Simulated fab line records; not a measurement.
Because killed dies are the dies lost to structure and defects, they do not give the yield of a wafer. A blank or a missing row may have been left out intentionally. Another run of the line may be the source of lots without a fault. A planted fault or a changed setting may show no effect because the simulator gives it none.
Chamber matching    flow berkeley_cmos170    UCB170_V1_CMP_02 on cmp-02: 4 sister chambers
The step polishes SiO2. 22 wafers are shown with their chamber, then 11 later ones without.

WAFERS PAIRED WITH THEIR CHAMBERS
wafer   chamber  motor_current_A (A)  slurry_flow_ml_min  retaining_ring_pressure_frac
L102.2  3        13.4                 150.4               1.003
L102.5  2        17.7                 150.0               1.001
L102.6  1        16.8                 149.8               0.999
L107.1  2        17.1                 150.6               1.003
L107.2  3        13.6                 150.1               1.002
L107.6  0        13.9                 150.0               0.999
L109.2  0        13.6                 150.0               1.003
L109.5  2        16.9                 150.3               0.993
L109.6  3        12.9                 150.4               1.012
L108.1  3        12.5                 150.7               1.008
L108.5  0        13.7                 150.0               1.007
L108.6  1        16.9                 150.7               1.004
L112.2  0        13.8                 149.8               1.000
L112.3  3        12.7                 150.3               0.996
L112.4  2        16.8                 150.2               1.001
L114.2  1        16.3                 149.9               0.995
L114.5  0        13.9                 150.1               1.000
L114.6  3        12.8                 149.9               1.005
L113.2  3        12.3                 150.3               1.003
L113.4  0        14.0                 149.5               0.999
L113.5  0        14.3                 150.5               1.001
L117.1  3        13.3                 150.3               0.996

SIGNATURES (means of the wafers above)
reading                       chamber 0  chamber 1  chamber 2  chamber 3  scatter within a chamber
motor_current_A               13.886     16.667     17.125     12.938     0.37
slurry_flow_ml_min            149.986    150.133    150.275    150.300    0.298
retaining_ring_pressure_frac  1.00129    0.99933    0.99950    1.00313    0.00446
Rule: for each reading, subtract the chamber's mean from the wafer's reading, divide by that reading's scatter and square the result; add these up over the readings and take the root, which gives the wafer's distance from the chamber. The wafer belongs to the nearest chamber; if the next one is less than 2 further off, it can't be placed. The scatter: the root of (the sum of the squares of (reading less its chamber's mean) over the shown wafers, divided by (wafers less chambers)).

WAFERS WHOSE CHAMBER IS MISSING
wafer   motor_current_A (A)  slurry_flow_ml_min  retaining_ring_pressure_frac
L117.3  17.5                 149.5               1.000
L117.5  13.9                 150.2               1.000
L119.1  17.5                 150.1               1.007
L119.2  17.0                 150.6               1.007
L119.4  13.3                 150.7               0.994
L123.1  13.3                 150.4               1.003
L123.4  13.1                 149.7               1.004
L123.5  16.6                 149.5               0.998
L124.1  12.8                 149.8               0.993
L124.4  13.5                 149.7               1.001
L124.6  16.6                 151.1               0.995

WHICH CHAMBER EACH ONE RAN IN
wafer   from the rows above      in truth
L117.3  can't be placed: 2 or 1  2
L117.5  can't be placed: 0 or 3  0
L119.1  can't be placed: 2 or 1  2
L119.2  can't be placed: 2 or 1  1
L119.4  can't be placed: 3 or 0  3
L123.1  can't be placed: 3 or 0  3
L123.4  can't be placed: 3 or 0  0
L123.5  can't be placed: 1 or 2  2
L124.1  can't be placed: 3 or 0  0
L124.4  can't be placed: 0 or 3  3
L124.6  can't be placed: 2 or 1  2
Correct placement for 0 of the 11. Not placeable from these rows: 11 (in 11, the candidates include the true chamber). Wrongly placed: 0.
